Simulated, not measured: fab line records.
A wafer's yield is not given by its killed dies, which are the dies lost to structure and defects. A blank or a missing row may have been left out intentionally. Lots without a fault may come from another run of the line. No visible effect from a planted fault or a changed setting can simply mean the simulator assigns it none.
fab line records	flow rit-cmos
[record] lots = 14	wafers = 42	last-day = 7
route steps=202 shown NRETRO@61 PSD@157 CONTACT@180 M1@198
lots untouched by any fault: they come from a run of this same line in which no faults occurred
start-h: start of the lot's first displayed wafer, in hours after the record's first day	wait-h: hours from the lot's prior step to this one	" unchanged from the row above	L1.1+2: a row that stands for several wafers	- no value, or no start was given	* or withheld: withheld	< > ~ a bound
route shown NAME@n: names a module that has steps shown in the file, with the first one's number in the route	usual: mean and standard deviation over wafers with no fault	same: alike in all rows	chamber/n: place in a boat	sites: readings site by site	_std_site: their standard deviation	_edge_site: the outer-site mean with the inner-site mean subtracted	radius-mm: how far each site lies from the wafer's centre	mask NAME#n: copy n	behind: tool/chamber where the wafer was last shaped	hold: cause of the lot's hold/its duration in hours/its outcome	device: the transistor (n, p or np) that didn't switch	end of line: tests run on the same wafers once the route is complete	a step without rows: its recipe alone	killed: at the first sort, the dies lost to defects and structure; wafer yield is something else	map: dies across one wafer; x = killed, . = not, _ = none there
set.NAME: setting as actually run; set.NAME@STEP: the setting as run at that earlier step	model.NAME: the simulator's own value behind a step, which no gauge read
one table for each step of the route and one row for each wafer, over a sample of lots
services: from which hour (start-h, from the record's first day; less than 0 if before it) a tool's chamber was out of use, for how many hours, and why
[[steps]]
[step RIT_NRETRO_IMPLANT_08]
[recipe] species = P	energy-kev = 70	dose-cm2 = 1e+13	tilt-deg = 7
[usual] beam-on-s = 10.01/0.18	faraday-current-uA = 31.7/0.59
lot.wafer	tool	chamber	start-h	wait-h	beam-on-s	faraday-current-uA
L121.1	implanter-01	0	30.14	0.2	10.30	30.7
L121.2	"	0	"	"	9.78	32.5
L121.5	"	0	"	"	9.83	32.2
L122.3	implanter-03	0	34.50	0.2	10.19	31.1
L122.5	"	0	"	"	9.86	32.0
L122.6	"	0	"	"	10.09	31.4
L124.1	implanter-03	0	44.38	0.2	9.85	32.1
L124.4	"	0	"	"	9.82	32.3
L124.5	"	0	"	"	9.93	31.9
L125.1	implanter-03	0	50.54	0.2	9.96	32.0
L125.2	"	0	"	"	9.89	32.1
L125.6	"	0	"	"	9.61	33.0
L126.2	implanter-03	0	55.73	0.2	10.13	31.3
L126.4	"	0	"	"	10.11	31.3
L126.5	"	0	"	"	9.79	32.4
L127.2	implanter-01	0	61.08	0.2	10.07	31.5
L127.3	"	0	"	"	9.95	31.9
L127.6	"	0	"	"	10.27	30.9
L131.1	implanter-01	0	80.06	0.2	10.18	31.1
L131.4	"	0	"	"	9.98	31.7
L131.6	"	0	"	"	9.93	31.9
L132.2	implanter-03	0	85.49	0.2	10.20	31.2
L132.4	"	0	"	"	10.01	31.7
L132.6	"	0	"	"	10.10	31.4
L135.2	implanter-01	0	101.13	0.2	14.03	22.6
L135.3	"	0	"	"	14.26	22.2
L135.6	"	0	"	"	14.91	21.2
L137.1	implanter-01	0	109.99	0.2	14.01	22.8
L137.2	"	0	"	"	14.19	22.3
L137.3	"	0	"	"	14.01	22.7
L139.2	implanter-02	0	119.95	0.2	9.87	32.2
L139.3	"	0	"	"	10.10	31.3
L139.4	"	0	"	"	9.86	32.1
L141.3	implanter-02	0	130.39	0.2	9.86	32.2
L141.4	"	0	"	"	10.05	31.5
L141.5	"	0	"	"	9.73	32.5
L143.1	implanter-03	0	140.78	0.2	10.14	31.4
L143.3	"	0	"	"	10.11	31.5
L143.5	"	0	"	"	10.13	31.3
L144.3	implanter-03	0	144.79	0.2	10.39	30.5
L144.4	"	0	"	"	10.09	31.4
L144.5	"	0	"	"	9.94	32.1
[step RIT_NRETRO_TW_MEAS_10]
[usual] NRETRO_TW = 1061/16
lot.wafer	tool	chamber	start-h	wait-h	NRETRO_TW
L121.1	film-metro-02	-	30.46	0.1	1032
L121.2	"	-	"	"	1034
L121.5	"	-	"	"	1036
L122.3	film-metro-04	-	34.80	0.1	1061
L122.5	"	-	"	"	1059
L122.6	"	-	"	"	1065
L124.1	film-metro-01	-	44.71	0.1	1082
L124.4	"	-	"	"	1076
L124.5	"	-	"	"	1076
L125.1	film-metro-01	-	50.86	0.1	1083
L125.2	"	-	"	"	1080
L125.6	"	-	"	"	1080
L126.2	film-metro-04	-	56.04	0.1	1064
L126.4	"	-	"	"	1062
L126.5	"	-	"	"	1064
L127.2	film-metro-02	-	61.39	0.1	1037
L127.3	"	-	"	"	1037
L127.6	"	-	"	"	1032
L131.1	film-metro-04	-	80.39	0.1	1062
L131.4	"	-	"	"	1057
L131.6	"	-	"	"	1060
L132.2	film-metro-04	-	85.80	0.1	1068
L132.4	"	-	"	"	1060
L132.6	"	-	"	"	1057
L135.2	film-metro-04	-	101.44	0.1	1191
L135.3	"	-	"	"	1188
L135.6	"	-	"	"	1182
L137.1	film-metro-01	-	110.32	0.1	1212
L137.2	"	-	"	"	1206
L137.3	"	-	"	"	1204
L139.2	film-metro-02	-	120.26	0.1	1026
L139.3	"	-	"	"	1032
L139.4	"	-	"	"	1034
L141.3	film-metro-01	-	130.69	0.1	1086
L141.4	"	-	"	"	1082
L141.5	"	-	"	"	1080
L143.1	film-metro-01	-	141.10	0.1	1086
L143.3	"	-	"	"	1079
L143.5	"	-	"	"	1090
L144.3	film-metro-04	-	145.09	0.1	1055
L144.4	"	-	"	"	1048
L144.5	"	-	"	"	1060
[step RIT_SDANNEAL_RS_MEAS_04]
[recipe] thk-meas-gauge = four-point-probe
[usual] PSD_RS = 115.91/0.27
lot.wafer	tool	chamber	start-h	wait-h	PSD_RS[ohm/sq]
L121.1	film-metro-04	-	50.84	0.0	115.79
L121.2	"	-	"	"	115.79
L121.5	"	-	"	"	115.64
L122.3	film-metro-01	-	54.53	0.1	115.74
L122.5	"	-	"	"	115.70
L122.6	"	-	"	"	115.64
L124.1	film-metro-04	-	65.06	0.0	115.76
L124.4	"	-	"	"	115.92
L124.5	"	-	"	"	116.01
L125.1	film-metro-02	-	71.06	0.0	116.07
L125.2	"	-	"	"	115.92
L125.6	"	-	"	"	115.34
L126.2	film-metro-02	-	78.39	0.1	115.69
L126.4	"	-	"	"	115.84
L126.5	"	-	"	"	115.85
L127.2	film-metro-04	-	80.47	0.1	115.66
L127.3	"	-	"	"	115.29
L127.6	"	-	"	"	115.51
L131.1	film-metro-02	-	99.42	0.0	116.01
L131.4	"	-	"	"	116.02
L131.6	"	-	"	"	115.93
L132.2	film-metro-01	-	105.74	0.1	116.06
L132.4	"	-	"	"	116.19
L132.6	"	-	"	"	116.18
L135.2	film-metro-04	-	121.64	0.1	115.32
L135.3	"	-	"	"	115.61
L135.6	"	-	"	"	115.65
L137.1	film-metro-04	-	130.41	0.0	115.95
L137.2	"	-	"	"	115.81
L137.3	"	-	"	"	116.20
L139.2	film-metro-04	-	140.69	0.1	115.82
L139.3	"	-	"	"	116.12
L139.4	"	-	"	"	115.88
L141.3	film-metro-04	-	150.35	0.1	115.63
L141.4	"	-	"	"	115.91
L141.5	"	-	"	"	115.81
L143.1	film-metro-01	-	161.09	0.0	115.71
L143.3	"	-	"	"	115.52
L143.5	"	-	"	"	115.86
L144.3	film-metro-04	-	165.55	0.1	116.18
L144.4	"	-	"	"	116.23
L144.5	"	-	"	"	116.15
[step RIT_CONTACT_STRIP_12]
[recipe] chemistry = O2	time-s = 180	resist = NOVOLAK	platen-temp-c = withheld	power-w = 500	pressure-mtorr = 4000	o2-flow-sccm = 4000
[usual] drypump-motor-current-A = 5.7/0.4
lot.wafer	tool	chamber	start-h	wait-h	drypump-motor-current-A	rf-hours-counter-h
L121.1	plasma-asher-01	1	53.42	0.1	6.3	43
L121.2	"	0	"	"	5.6	43
L121.5	"	1	"	"	6.3	-
L122.3	plasma-asher-01	1	57.21	0.2	6.3	-
L122.5	"	0	"	"	5.6	-
L122.6	"	1	"	"	6.3	-
L124.1	plasma-asher-02	1	67.76	0.1	6.0	30
L124.4	"	0	"	"	5.1	-
L124.5	"	0	"	"	5.1	-
L125.1	plasma-asher-01	0	73.89	0.1	5.6	45
L125.2	"	1	"	"	6.3	45
L125.6	"	1	"	"	6.3	-
L126.2	plasma-asher-01	0	81.01	0.1	5.6	46
L126.4	"	1	"	"	6.3	-
L126.5	"	1	"	"	6.3	-
L127.2	plasma-asher-02	1	83.02	0.1	6.0	31
L127.3	"	1	"	"	6.0	-
L127.6	"	1	"	"	6.0	-
L131.1	plasma-asher-02	0	102.23	0.1	5.1	34
L131.4	"	1	"	"	5.9	-
L131.6	"	1	"	"	5.9	-
L132.2	plasma-asher-01	0	108.42	0.1	5.6	49
L132.4	"	1	"	"	6.3	-
L132.6	"	1	"	"	6.3	-
L135.2	plasma-asher-01	0	124.24	0.1	5.6	51
L135.3	"	1	"	"	6.3	-
L135.6	"	0	"	"	5.6	-
L137.1	plasma-asher-01	1	133.14	0.1	6.3	52
L137.2	"	0	"	"	5.6	52
L137.3	"	1	"	"	6.3	-
L139.2	plasma-asher-04	1	143.35	0.1	5.7	51
L139.3	"	0	"	"	5.5	-
L139.4	"	1	"	"	5.7	-
L141.3	plasma-asher-01	1	153.19	0.2	6.3	-
L141.4	"	0	"	"	5.6	-
L141.5	"	1	"	"	6.3	-
L143.1	plasma-asher-02	1	163.71	0.1	5.9	40
L143.3	"	0	"	"	5.1	-
L143.5	"	1	"	"	6.0	-
L144.3	plasma-asher-04	1	168.27	0.2	5.7	-
L144.4	"	0	"	"	5.5	-
L144.5	"	1	"	"	5.8	-
[step RIT_M1_STRIP_14]
[recipe] chemistry = O2	time-s = 180	platen-temp-c = withheld	power-w = 500	pressure-mtorr = 4000	o2-flow-sccm = 4000
[usual] drypump-motor-current-A = 5.6/0.33
lot.wafer	tool	chamber	start-h	wait-h	drypump-motor-current-A	rf-hours-counter-h
L121.1	plasma-asher-02	1	56.28	0.0	6.0	29
L121.2	"	0	"	"	5.1	29
L121.5	"	0	"	"	5.1	-
L122.3	plasma-asher-02	0	60.08	0.1	5.1	-
L122.5	"	0	"	"	5.1	-
L122.6	"	1	"	"	6.0	-
L124.1	plasma-asher-04	1	70.71	0.0	5.8	43
L124.4	"	1	"	"	5.7	-
L124.5	"	1	"	"	5.7	-
L125.1	plasma-asher-03	1	76.64	0.0	5.4	37
L125.2	"	0	"	"	6.0	37
L125.6	"	1	"	"	5.4	-
L126.2	plasma-asher-03	0	84.27	0.0	6.1	38
L126.4	"	1	"	"	5.4	-
L126.5	"	1	"	"	5.4	-
L127.2	plasma-asher-02	1	85.84	0.0	6.0	32
L127.3	"	1	"	"	6.0	-
L127.6	"	0	"	"	5.1	-
L131.1	plasma-asher-04	1	104.98	0.0	5.8	47
L131.4	"	1	"	"	5.7	-
L131.6	"	0	"	"	5.5	-
L132.2	plasma-asher-04	1	111.50	0.0	5.8	47
L132.4	"	0	"	"	5.5	-
L132.6	"	0	"	"	5.5	-
L135.2	plasma-asher-03	1	126.98	0.0	5.4	1
L135.3	"	0	"	"	6.0	-
L135.6	"	0	"	"	6.1	-
L137.1	plasma-asher-02	1	136.23	0.0	6.0	37
L137.2	"	0	"	"	5.2	37
L137.3	"	0	"	"	5.1	-
L139.2	plasma-asher-03	0	146.11	0.0	6.1	3
L139.3	"	0	"	"	6.1	-
L139.4	"	1	"	"	5.4	-
L141.3	plasma-asher-02	0	156.07	0.1	5.1	-
L141.4	"	1	"	"	5.9	-
L141.5	"	0	"	"	5.1	-
L143.1	plasma-asher-03	1	166.58	0.0	5.4	5
L143.3	"	0	"	"	6.0	-
L143.5	"	0	"	"	6.0	-
L144.3	plasma-asher-04	0	171.15	0.1	5.5	-
L144.4	"	1	"	"	5.8	-
L144.5	"	1	"	"	5.8	-
[step RIT_M1_PROBE_99]
[usual] killed-at-contacts = 0.1/0.27	killed-at-front-end = 7/3.1	killed-dies = 7/3.1	killed-on-rim = 1.9/1.5	killed-open = 3.6/2.3	killed-short = 3.2/2
[same] gross-dies = 264	killed_at_M0_to_M3 = 0	killed_at_M4_up = 0	killed-at-back-side = 0	killed-at-other = 0
lot.wafer	tool	chamber	start-h	wait-h	killed-at-contacts	killed-at-front-end	killed-dies	killed-on-rim	killed-open	killed-short
L122.3	prober-01	-	62.45	0.2	1	17	18	5	7	11
L122.5	prober-01	-	62.55	0.2	0	6	6	1	3	3
L122.6	prober-01	-	62.60	0.2	0	3	3	1	0	3
L131.1	prober-01	-	106.95	0.1	0	7	7	1	2	5
L131.4	prober-01	-	107.10	0.2	0	2	2	1	1	1
L131.6	prober-01	-	107.20	0.2	0	9	9	4	6	3
L135.2	prober-01	-	129.90	0.1	0	6	6	2	0	6
L135.3	prober-01	-	129.95	0.2	0	8	8	3	3	5
L135.6	prober-01	-	130.10	0.2	0	6	6	1	4	2
L137.1	prober-01	-	138.14	0.1	0	6	6	1	3	3
L137.2	prober-01	-	138.19	0.1	2	14	16	6	8	8
L137.3	prober-01	-	138.24	0.2	0	2	2	0	0	1
L139.2	prober-01	-	148.49	0.1	0	7	7	1	2	5
L139.3	prober-01	-	148.54	0.2	0	10	10	5	7	3
L139.4	prober-01	-	148.59	0.2	0	5	5	1	2	3
L141.3	prober-01	-	158.02	0.2	1	6	7	5	2	4
L141.4	prober-01	-	158.07	0.2	0	5	5	2	1	4
L141.5	prober-01	-	158.12	0.2	0	7	7	1	4	3
// killed by level:class
L122.3 FOX1:geometric-particle:short=4 GATE:geometric-particle:open=3 GATE:geometric-particle:short=3 FOX2:geometric-particle:open=2 FOX1:geometric-particle:open=1 FOX2:geometric-particle:short=1 REOX:geometric-particle:short=1 SPACER:geometric-particle:open=1
L122.5 GATE:geometric-particle:short=2 FOX1:geometric-particle:open=1 FOX2:geometric-particle:short=1 REOX:geometric-particle:open=1 SPACER:geometric-particle:open=1
L122.6 FOX1:geometric-particle:short=2 FOX2:geometric-particle:short=1
L131.1 GATE:geometric-particle:short=5 GATE:geometric-particle:open=1 REOX:geometric-particle:open=1
L131.4 SPACER:geometric-particle:open=1 SILICIDE:geometric-particle:short=1
L131.6 SPACER:geometric-particle:open=3 GATE:geometric-particle:short=2 FOX1:geometric-particle:open=1 FOX2:geometric-particle:short=1 GATE:geometric-particle:open=1 REOX:geometric-particle:open=1
L135.2 GATE:geometric-particle:short=2 SILICIDE:geometric-particle:short=2 REOX:geometric-particle:short=1 SPACER:geometric-particle:short=1
L135.3 FOX1:geometric-particle:short=2 SILICIDE:geometric-particle:short=2 FOX2:geometric-particle:open=1 GATE:geometric-particle:open=1 REOX:geometric-particle:short=1 SPACER:geometric-particle:open=1
L135.6 GATE:geometric-particle:open=2 FOX1:geometric-particle:open=1 GATE:geometric-particle:short=1 REOX:geometric-particle:open=1 REOX:geometric-particle:short=1
L137.1 ACTIVE:geometric-particle:open=1 FOX1:geometric-particle:open=1 FOX2:geometric-particle:short=1 SPACER:geometric-particle:short=1 SILICIDE:geometric-particle:short=1 SILICIDE:geometric-particle:open=1
L137.2 GATE:geometric-particle:short=5 GATE:geometric-particle:open=4 FOX1:geometric-particle:short=1 FOX2:geometric-particle:open=1 CONTACT:geometric-particle:short=1 REOX:geometric-particle:short=1 SPACER:geometric-particle:open=1 SILICIDE:geometric-particle:open=1
L137.3 FOX2:geometric-particle:short=1 PSD:coat-microbubble-printed=1
L139.2 REOX:geometric-particle:short=2 FOX1:geometric-particle:open=1 FOX2:geometric-particle:short=1 GATE:geometric-particle:open=1 SPACER:geometric-particle:short=1 SILICIDE:geometric-particle:short=1
L139.3 GATE:geometric-particle:open=3 SPACER:geometric-particle:open=2 FOX1:geometric-particle:open=1 GATE:geometric-particle:short=1 REOX:geometric-particle:open=1 REOX:geometric-particle:short=1 SILICIDE:geometric-particle:short=1
L139.4 GATE:geometric-particle:short=2 GATE:geometric-particle:open=2 FOX1:geometric-particle:short=1
L141.3 REOX:geometric-particle:short=2 FOX1:geometric-particle:short=1 GATE:geometric-particle:open=1 SPACER:geometric-particle:short=1 SILICIDE:geometric-particle:open=1 CONTACT:coat-microbubble-printed=1
L141.4 FOX2:geometric-particle:short=1 GATE:geometric-particle:short=1 GATE:geometric-particle:open=1 REOX:geometric-particle:short=1 SILICIDE:geometric-particle:short=1
L141.5 GATE:geometric-particle:open=3 GATE:geometric-particle:short=2 FOX1:geometric-particle:short=1 SILICIDE:geometric-particle:open=1
[[services]]
tool	chamber	start-h	hours	kind
implanter-02	-	8.92	3.2	pm
implanter-02	-	37.09	1.7	repair
implanter-02	-	68.94	6.0	repair
implanter-03	-	88.18	2.9	repair
implanter-02	-	99.61	3.7	pm
plasma-asher-03	-	108.75	9.0	pm
plasma-asher-03	0	108.75	9.0	vent-cycle
plasma-asher-03	1	108.75	9.0	vent-cycle
plasma-asher-03	0	117.75	-	clean
plasma-asher-03	1	117.75	-	clean
implanter-01	-	135.63	15.8	repair
implanter-02	-	137.85	14.8	repair
implanter-03	-	156.19	3.0	pm
plasma-asher-04	-	165.48	1.2	repair
[[key]]
[first-sign] step = RIT_NRETRO_IMPLANT_08	reading = beam-on-s	direction = up	sigmas = 23	usual = 10.01	struck = 14.24
[effect] step = RIT_NRETRO_IMPLANT_08	reading = faraday-current-uA	direction = down	sigmas = 16	usual = 31.7	struck = 22.3
[effect] step = RIT_NRETRO_TW_MEAS_10	reading = NRETRO_TW	direction = up	sigmas = 8.3	usual = 1061	struck = 1197
met-at RIT_NRETRO_IMPLANT_08
struck-lots L135,L137
tester-left-out L135,L137
not-acting-at RIT_SDANNEAL_RS_MEAS_04,RIT_CONTACT_STRIP_12,RIT_M1_STRIP_14
onset-between 80.06 101.13
[fault] kind = process-parameter-drift	tool = implanter-01	chamber = -	onset-h = 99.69	steps = RIT_NRETRO_IMPLANT_08	channel = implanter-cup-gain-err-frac	offset = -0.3	shape = step	end-h = 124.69
// tester-left-out: of these lots the tester's yield and bins aren't shown, on N5 and GAA mostly nor the transistor test; their killed dies are dies lost to structure and defects alone, not to doping, threshold or leakage, so they don't give the yield
